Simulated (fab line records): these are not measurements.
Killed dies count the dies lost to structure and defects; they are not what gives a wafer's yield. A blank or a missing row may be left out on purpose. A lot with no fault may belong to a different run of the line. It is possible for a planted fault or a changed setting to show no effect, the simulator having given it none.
fab line records | flow berkeley-cmos170
record: lots: 14 | wafers: 42 | last-day: 12
route steps=331 shown M1@248 V1@258
lots with no fault: from the same line, run without faults
start-h: hours from the record's opening day to when the first of the lot's shown wafers began | wait-h: how many hours have passed since the lot's step before this one | " as in the row above | L1.1+2: a single row standing in for several wafers | - either no value or no given start | * or withheld: withheld | < > ~ a bound
route shown NAME@n: a module of which the file shows steps, and the number in the route of the first | usual: average and standard deviation across the fault-free wafers | same: alike in all rows | chamber/n: place in a boat | sites: readings site by site | _std_site: how widely they spread, as a standard deviation | _edge_site: outer sites' mean less inner sites' | radius-mm: for every site, how far away it sits from the centre of the wafer | mask NAME#n: copy n | behind: the last tool/chamber to shape the wafer | hold: reason for holding the lot/hours on hold/outcome of the hold | device: which transistor (n, p or np) failed to switch | end of line: tests run on the same wafers once the route is complete | a step with no rows: only its recipe | killed: at the first sort, the dies lost to defects and structure; wafer yield is something else | map: shows each die of a wafer: x if killed, . if not, _ if none is there
set.NAME: the setting as run; set.NAME@STEP: as run at that earlier step | model.NAME: the simulator's own value behind a step, which no gauge read
route steps across a sampled set of lots; one table per step, one row per wafer
services: the hour from which a tool's chamber was out of use, counted from the record's first day as start-h (under 0 if before that day), plus the number of hours and why
== steps ==
step: UCB170_M1_OVL_MEAS_10
usual: M1_OVL: -3/5.3
lot.wafer | tool       | chamber | start-h | wait-h | M1_OVL[nm]
L422.3    | overlay-01 | -       | 144.45  | 0.1    | -12
L422.4    | "          | -       | "       | "      | -8
L422.5    | "          | -       | "       | "      | -4
L423.1    | overlay-01 | -       | 148.40  | 0.1    | -11
L423.3    | "          | -       | "       | "      | -12
L423.4    | "          | -       | "       | "      | -5
L424.1    | overlay-02 | -       | 149.27  | 0.1    | -1
L424.3    | "          | -       | "       | "      | -6
L424.6    | "          | -       | "       | "      | -8
L426.1    | overlay-01 | -       | 160.58  | 0.1    | -4
L426.4    | "          | -       | "       | "      | -5
L426.6    | "          | -       | "       | "      | -14
L427.1    | overlay-02 | -       | 160.62  | 0.1    | 6
L427.2    | "          | -       | "       | "      | 8
L427.5    | "          | -       | "       | "      | 4
L425.2    | overlay-02 | -       | 160.90  | 0.1    | 9
L425.5    | "          | -       | "       | "      | 6
L425.6    | "          | -       | "       | "      | 0
L428.1    | overlay-01 | -       | 171.88  | 0.1    | -3
L428.3    | "          | -       | "       | "      | -4
L428.4    | "          | -       | "       | "      | -3
L432.1    | overlay-02 | -       | 190.20  | 0.1    | -5
L432.4    | "          | -       | "       | "      | 1
L432.6    | "          | -       | "       | "      | 0
L431.1    | overlay-01 | -       | 191.67  | 0.1    | 1
L431.3    | "          | -       | "       | "      | -4
L431.5    | "          | -       | "       | "      | -5
L433.2    | overlay-02 | -       | 201.39  | 0.1    | -3
L433.3    | "          | -       | "       | "      | 3
L433.6    | "          | -       | "       | "      | -5
L434.1    | overlay-02 | -       | 202.34  | 0.1    | -6
L434.2    | "          | -       | "       | "      | 4
L434.3    | "          | -       | "       | "      | 6
L435.2    | overlay-02 | -       | 217.96  | 0.1    | 10
L435.3    | "          | -       | "       | "      | 10
L435.4    | "          | -       | "       | "      | 0
L443.1    | overlay-01 | -       | 248.95  | 0.1    | -12
L443.2    | "          | -       | "       | "      | -6
L443.6    | "          | -       | "       | "      | -4
L444.2    | overlay-01 | -       | 266.25  | 0.1    | -5
L444.4    | "          | -       | "       | "      | -4
L444.5    | "          | -       | "       | "      | -4
step: UCB170_V1_THK_MEAS_04
recipe: reads: SiO2_of_V1_CVD_00
usual: V1_POLISHED_THK: 1000.3/1.3
lot.wafer | tool          | chamber | start-h | wait-h | V1_POLISHED_THK[nm]
L422.3    | film-metro-04 | -       | 152.07  | 0.1    | 1001.0
L422.4    | "             | -       | "       | "      | 999.7
L422.5    | "             | -       | "       | "      | 998.5
L423.1    | film-metro-03 | -       | 152.50  | 0.1    | 1001.1
L423.3    | "             | -       | "       | "      | 1000.9
L423.4    | "             | -       | "       | "      | 998.6
L424.1    | film-metro-04 | -       | 152.95  | 0.1    | 996.7
L424.3    | "             | -       | "       | "      | 1000.5
L424.6    | "             | -       | "       | "      | 998.7
L426.1    | film-metro-02 | -       | 167.49  | 0.1    | 1000.9
L426.4    | "             | -       | "       | "      | 999.1
L426.6    | "             | -       | "       | "      | 1000.0
L427.1    | film-metro-04 | -       | 167.49  | 0.1    | 1000.4
L427.2    | "             | -       | "       | "      | 998.2
L427.5    | "             | -       | "       | "      | 1000.3
L425.2    | film-metro-03 | -       | 167.80  | 0.1    | 1000.2
L425.5    | "             | -       | "       | "      | 1000.7
L425.6    | "             | -       | "       | "      | 999.1
L428.1    | film-metro-02 | -       | 176.09  | 0.1    | 1001.5
L428.3    | "             | -       | "       | "      | 1001.0
L428.4    | "             | -       | "       | "      | 999.5
L431.1    | film-metro-04 | -       | 196.66  | 0.1    | 999.9
L431.3    | "             | -       | "       | "      | 999.4
L431.5    | "             | -       | "       | "      | 996.9
L432.1    | film-metro-02 | -       | 196.66  | 0.1    | 999.9
L432.4    | "             | -       | "       | "      | 1001.6
L432.6    | "             | -       | "       | "      | 999.0
L434.1    | film-metro-03 | -       | 206.26  | 0.1    | 1000.2
L434.2    | "             | -       | "       | "      | 1000.8
L434.3    | "             | -       | "       | "      | 998.4
L433.2    | film-metro-02 | -       | 206.27  | 0.1    | 1000.0
L433.3    | "             | -       | "       | "      | 998.6
L433.6    | "             | -       | "       | "      | 1001.7
L435.2    | film-metro-03 | -       | 224.43  | 0.1    | 1001.3
L435.3    | "             | -       | "       | "      | 1000.9
L435.4    | "             | -       | "       | "      | 1000.2
L443.1    | film-metro-04 | -       | 256.69  | 0.1    | 1001.5
L443.2    | "             | -       | "       | "      | 1003.7
L443.6    | "             | -       | "       | "      | 1001.7
L444.2    | film-metro-02 | -       | 271.77  | 0.1    | 1000.9
L444.4    | "             | -       | "       | "      | 999.7
L444.5    | "             | -       | "       | "      | 1001.2
step: UCB170_V1_CD_MEAS_12
recipe: target-cd-nm: 700
usual: cd-nm: 700.3/1.5
lot.wafer | tool      | chamber | start-h | wait-h | cd-nm
L422.3    | cd-sem-02 | -       | 153.97  | -      | 697.5
L422.4    | "         | -       | "       | "      | 698.7
L422.5    | "         | -       | "       | "      | 697.5
L423.1    | cd-sem-01 | -       | 154.20  | -      | 700.9
L423.3    | "         | -       | "       | "      | 700.0
L423.4    | "         | -       | "       | "      | 701.1
L424.1    | cd-sem-02 | -       | 154.75  | -      | 699.9
L424.3    | "         | -       | "       | "      | 699.1
L424.6    | "         | -       | "       | "      | 700.1
L426.1    | cd-sem-02 | -       | 168.57  | -      | 699.9
L426.4    | "         | -       | "       | "      | 699.7
L426.6    | "         | -       | "       | "      | 700.2
L427.1    | cd-sem-01 | -       | 168.81  | -      | 703.5
L427.2    | "         | -       | "       | "      | 702.1
L427.5    | "         | -       | "       | "      | 702.7
L425.2    | cd-sem-01 | -       | 169.16  | -      | 697.8
L425.5    | "         | -       | "       | "      | 699.0
L425.6    | "         | -       | "       | "      | 698.5
L428.1    | cd-sem-02 | -       | 179.20  | -      | 698.9
L428.3    | "         | -       | "       | "      | 699.8
L428.4    | "         | -       | "       | "      | 699.8
L432.1    | cd-sem-02 | -       | 197.97  | -      | 699.6
L432.4    | "         | -       | "       | "      | 699.5
L432.6    | "         | -       | "       | "      | 699.6
L431.1    | cd-sem-02 | -       | 198.13  | -      | 701.2
L431.3    | "         | -       | "       | "      | 700.9
L431.5    | "         | -       | "       | "      | 700.6
L434.1    | cd-sem-01 | -       | 208.98  | -      | 699.8
L434.2    | "         | -       | "       | "      | 700.7
L434.3    | "         | -       | "       | "      | 699.7
L433.2    | cd-sem-02 | -       | 209.27  | -      | 697.9
L433.3    | "         | -       | "       | "      | 698.4
L433.6    | "         | -       | "       | "      | 697.9
L435.2    | cd-sem-02 | -       | 226.02  | -      | 699.6
L435.3    | "         | -       | "       | "      | 699.8
L435.4    | "         | -       | "       | "      | 699.4
L443.1    | cd-sem-02 | -       | 261.19  | -      | 699.7
L443.2    | "         | -       | "       | "      | 699.4
L443.6    | "         | -       | "       | "      | 700.0
L444.2    | cd-sem-02 | -       | 273.15  | -      | 698.5
L444.4    | "         | -       | "       | "      | 700.4
L444.5    | "         | -       | "       | "      | 700.0
step: UCB170_V1_ETCH_14
recipe: chemistry: CHF3/CF4/Ar | target: SiO2 | stop-on: Al | CHF3_flow_sccm: 45 | cf4-flow-sccm: 15 | Ar_flow_sccm: 150 | pressure-mtorr: 200 | rf-w: 700 | target-depth-a: 12500 | over-etch-frac: 0.25 | time-s: 291
usual: drypump-motor-current-A: 5.7/0.46 | oes-product-au: 0.870/0.011 | throttle-valve-pct: 6.93/0.11
lot.wafer | tool        | chamber | start-h | wait-h | drypump-motor-current-A | oes-product-au | rf-hours-counter-h | throttle-valve-pct
L422.3    | rie-diel-03 | 0       | 154.08  | 0.0    | 5.1                     | 0.868          | 32                 | 6.86
L422.4    | "           | 3       | "       | "      | 4.8                     | 0.863          | 73                 | 6.89
L422.5    | "           | 1       | "       | "      | 5.9                     | 0.852          | -                  | 7.10
L423.1    | rie-diel-04 | 2       | 154.36  | 0.0    | 5.8                     | 0.876          | 134                | 7.08
L423.3    | "           | 1       | "       | "      | 5.7                     | 0.859          | 48                 | 6.97
L423.4    | "           | 0       | "       | "      | 6.2                     | 0.861          | 22                 | 6.88
L424.1    | rie-diel-02 | 0       | 154.91  | 0.0    | 5.8                     | 0.889          | 4                  | 6.81
L424.3    | "           | 2       | "       | "      | 5.8                     | 0.870          | 34                 | 6.82
L424.6    | "           | 2       | "       | "      | 5.8                     | 0.859          | -                  | 6.83
L426.1    | rie-diel-02 | 3       | 168.73  | 0.0    | 5.8                     | 0.887          | 111                | 7.01
L426.4    | "           | 0       | "       | "      | 5.8                     | 0.892          | 4                  | 6.81
L426.6    | "           | 3       | "       | "      | 5.8                     | 0.892          | -                  | 7.02
L427.1    | rie-diel-04 | 1       | 168.96  | 0.0    | 5.7                     | 0.869          | 49                 | 6.97
L427.2    | "           | 2       | "       | "      | 5.8                     | 0.880          | 135                | 7.08
L427.5    | "           | 2       | "       | "      | 5.8                     | 0.878          | -                  | 7.11
L425.2    | rie-diel-03 | 3       | 169.29  | 0.0    | 4.8                     | 0.865          | 73                 | 6.90
L425.5    | "           | 2       | "       | "      | 6.3                     | 0.882          | -                  | 7.06
L425.6    | "           | 3       | "       | "      | 4.8                     | 0.857          | -                  | 6.91
L428.1    | rie-diel-03 | 3       | 179.36  | 0.0    | 4.8                     | 0.872          | 74                 | 6.89
L428.3    | "           | 0       | "       | "      | 5.1                     | 0.863          | 33                 | 6.86
L428.4    | "           | 3       | "       | "      | 4.8                     | 0.860          | -                  | 6.89
L432.1    | rie-diel-03 | 3       | 198.13  | 0.0    | 4.8                     | 0.869          | 75                 | 6.90
L432.4    | "           | 2       | "       | "      | 6.3                     | 0.878          | 53                 | 7.05
L432.6    | "           | 1       | "       | "      | 5.9                     | 0.867          | -                  | 7.11
L431.1    | rie-diel-04 | 0       | 198.29  | 0.0    | 6.2                     | 0.872          | 25                 | 6.86
L431.3    | "           | 2       | "       | "      | 5.8                     | 0.879          | 136                | 7.10
L431.5    | "           | 3       | "       | "      | 6.3                     | 0.879          | -                  | 6.94
L434.1    | rie-diel-04 | 1       | 209.13  | 0.0    | 5.8                     | 0.836          | 51                 | 6.98
L434.2    | "           | 2       | "       | "      | 5.8                     | 0.887          | 137                | 7.10
L434.3    | "           | 3       | "       | "      | 6.3                     | 0.879          | 88                 | 6.93
L433.2    | rie-diel-02 | 2       | 209.40  | 0.0    | 5.8                     | 0.864          | 37                 | 6.83
L433.3    | "           | 1       | "       | "      | 5.6                     | 0.843          | 8                  | 6.71
L433.6    | "           | 0       | "       | "      | 5.8                     | 0.893          | -                  | 6.83
L435.2    | rie-diel-04 | 1       | 226.15  | 0.0    | 5.8                     | 0.830          | 52                 | 6.98
L435.3    | "           | 0       | "       | "      | 6.1                     | 0.872          | 26                 | 6.87
L435.4    | "           | 3       | "       | "      | 6.3                     | 0.880          | 88                 | 6.93
L443.1    | rie-diel-03 | 2       | 261.34  | 0.0    | 6.3                     | 0.872          | 55                 | 7.06
L443.2    | "           | 0       | "       | "      | 5.1                     | 0.866          | 37                 | 6.85
L443.6    | "           | 1       | "       | "      | 5.9                     | 0.862          | -                  | 7.11
L444.2    | rie-diel-02 | 1       | 273.29  | 0.0    | 5.6                     | 0.854          | 11                 | 6.70
L444.4    | "           | 0       | "       | "      | 5.7                     | 0.891          | 10                 | 6.82
L444.5    | "           | 2       | "       | "      | 5.8                     | 0.871          | -                  | 6.83
step: UCB170_V1_STRIP_15
recipe: chemistry: O2 | power-w: 400 | pressure-mtorr: 3500 | platen-temp-c: withheld | o2-flow-sccm: 400 | overash-fraction: 0.5
usual: drypump-motor-current-A: 5.6/0.32 | oes-product-au: 0.722/0.0047 | strip-time-to-endpoint-s: 15.38/0.12
lot.wafer | tool            | chamber | start-h | wait-h | drypump-motor-current-A | oes-product-au | rf-hours-counter-h | strip-time-to-endpoint-s
L422.3    | plasma-asher-04 | 0       | 154.29  | 0.1    | 5.3                     | 0.720          | -                  | 15.32
L422.4    | "               | 1       | "       | "      | 6.2                     | 0.714          | -                  | 15.25
L422.5    | "               | 1       | "       | "      | 6.2                     | 0.724          | -                  | 15.43
L423.1    | plasma-asher-03 | 0       | 154.53  | 0.1    | 5.6                     | 0.728          | 40                 | 15.30
L423.3    | "               | 1       | "       | "      | 5.5                     | 0.724          | -                  | 15.39
L423.4    | "               | 0       | "       | "      | 5.6                     | 0.713          | -                  | 15.41
L424.1    | plasma-asher-04 | 0       | 155.08  | 0.1    | 5.3                     | 0.723          | 41                 | 15.34
L424.3    | "               | 1       | "       | "      | 6.2                     | 0.720          | -                  | 15.43
L424.6    | "               | 1       | "       | "      | 6.2                     | 0.722          | -                  | 15.60
L426.1    | plasma-asher-02 | 1       | 168.91  | 0.1    | 5.2                     | 0.715          | 46                 | 15.42
L426.4    | "               | 1       | "       | "      | 5.2                     | 0.726          | -                  | 15.31
L426.6    | "               | 1       | "       | "      | 5.2                     | 0.727          | -                  | 15.41
L427.1    | plasma-asher-04 | 1       | 169.14  | 0.1    | 6.2                     | 0.724          | 43                 | 15.44
L427.2    | "               | 0       | "       | "      | 5.4                     | 0.721          | 43                 | 15.24
L427.5    | "               | 0       | "       | "      | 5.3                     | 0.726          | -                  | 15.30
L425.2    | plasma-asher-03 | 1       | 169.56  | 0.2    | 5.5                     | 0.731          | 42                 | 15.34
L425.5    | "               | 1       | "       | "      | 5.5                     | 0.723          | -                  | 15.65
L425.6    | "               | 0       | "       | "      | 5.6                     | 0.708          | -                  | 15.42
L428.1    | plasma-asher-04 | 0       | 179.54  | 0.1    | 5.4                     | 0.716          | 44                 | 15.28
L428.3    | "               | 1       | "       | "      | 6.2                     | 0.723          | -                  | 15.26
L428.4    | "               | 0       | "       | "      | 5.3                     | 0.714          | -                  | 15.32
L432.1    | plasma-asher-04 | 0       | 198.31  | 0.1    | 5.3                     | 0.725          | 45                 | 15.14
L432.4    | "               | 0       | "       | "      | 5.3                     | 0.731          | -                  | 15.45
L432.6    | "               | 0       | "       | "      | 5.3                     | 0.721          | -                  | 15.41
L431.1    | plasma-asher-03 | 0       | 198.47  | 0.1    | 5.6                     | 0.719          | 45                 | 15.43
L431.3    | "               | 1       | "       | "      | 5.6                     | 0.722          | -                  | 15.24
L431.5    | "               | 1       | "       | "      | 5.5                     | 0.726          | -                  | 15.28
L434.1    | plasma-asher-02 | 0       | 209.31  | 0.1    | 5.7                     | 0.722          | 50                 | 16.84
L434.2    | "               | 1       | "       | "      | 5.2                     | 0.717          | 50                 | 15.07
L434.3    | "               | 1       | "       | "      | 5.2                     | 0.728          | -                  | 15.12
L433.2    | plasma-asher-04 | 1       | 209.58  | 0.1    | 6.2                     | 0.718          | 47                 | 15.41
L433.3    | "               | 1       | "       | "      | 6.2                     | 0.733          | -                  | 15.42
L433.6    | "               | 0       | "       | "      | 5.3                     | 0.714          | -                  | 15.34
L435.2    | plasma-asher-03 | 1       | 226.33  | 0.1    | 5.5                     | 0.726          | 47                 | 17.02
L435.3    | "               | 1       | "       | "      | 5.5                     | 0.720          | -                  | 15.48
L435.4    | "               | 0       | "       | "      | 5.6                     | 0.725          | -                  | 15.29
L443.1    | plasma-asher-02 | 0       | 261.52  | 0.1    | 5.7                     | 0.722          | 55                 | 15.51
L443.2    | "               | 1       | "       | "      | 5.2                     | 0.718          | 55                 | 15.28
L443.6    | "               | 0       | "       | "      | 5.7                     | 0.720          | -                  | 15.32
L444.2    | plasma-asher-03 | 0       | 273.47  | 0.1    | 5.6                     | 0.721          | 53                 | 15.54
L444.4    | "               | 1       | "       | "      | 5.5                     | 0.728          | -                  | 15.35
L444.5    | "               | 1       | "       | "      | 5.5                     | 0.720          | -                  | 15.29
== services ==
tool            | chamber | start-h | hours | kind
rie-diel-04     | 2       | 135.17  | 3.6   | repair
plasma-asher-02 | -       | 143.11  | 0.6   | repair
rie-diel-04     | 3       | 156.15  | 16.7  | repair
rie-diel-04     | 0       | 161.49  | 2.4   | repair
rie-diel-03     | 1       | 165.41  | 8.2   | repair
rie-diel-03     | 0       | 167.75  | 7.6   | repair
rie-diel-03     | 1       | 175.39  | -     | clean
rie-diel-03     | 1       | 175.39  | 19.2  | scheduled-down
rie-diel-03     | 1       | 175.39  | 19.2  | vent-cycle
rie-diel-02     | 3       | 176.94  | 2.9   | repair
rie-diel-04     | 2       | 177.69  | 3.3   | repair
plasma-asher-04 | -       | 188.00  | 1.8   | repair
rie-diel-02     | 1       | 222.92  | 5.3   | repair
rie-diel-04     | 2       | 246.76  | -     | clean
rie-diel-04     | 2       | 246.76  | 17.5  | scheduled-down
rie-diel-04     | 2       | 246.76  | 17.5  | vent-cycle
rie-diel-03     | 1       | 252.99  | 1.6   | repair
rie-diel-04     | 0       | 262.54  | 5.9   | repair
== key ==
first-sign: step: UCB170_V1_ETCH_14 | reading: oes-product-au | direction: down | sigmas: 3.4 | usual: 0.870 | struck: 0.833
effect: step: UCB170_V1_STRIP_15 | reading: strip-time-to-endpoint-s | direction: up | sigmas: 13 | usual: * | struck: *
met-at UCB170_V1_ETCH_14
struck-lots L434,L435
struck-wafers L434.1,L435.2
later-rows-left-out L434.1,L435.2
sort-left-out L434.1,L435.2
not-acting-at UCB170_M1_OVL_MEAS_10,UCB170_V1_THK_MEAS_04,UCB170_V1_CD_MEAS_12
onset-between 168.96 209.13
fault: kind: process-parameter-drift | tool: rie-diel-04 | chamber: 1 | onset-h: 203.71 | steps: UCB170_V1_ETCH_14 | channel: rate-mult | offset: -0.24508 | shape: step | end-h: 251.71
sort-left-out: the simulated sort isn't trusted on such a fault, so these wafers' sort isn't shown, and their yield isn't known
later-rows-left-out: the simulator's readings of these wafers behind a module that went badly wrong aren't trusted and aren't shown, but for the sort
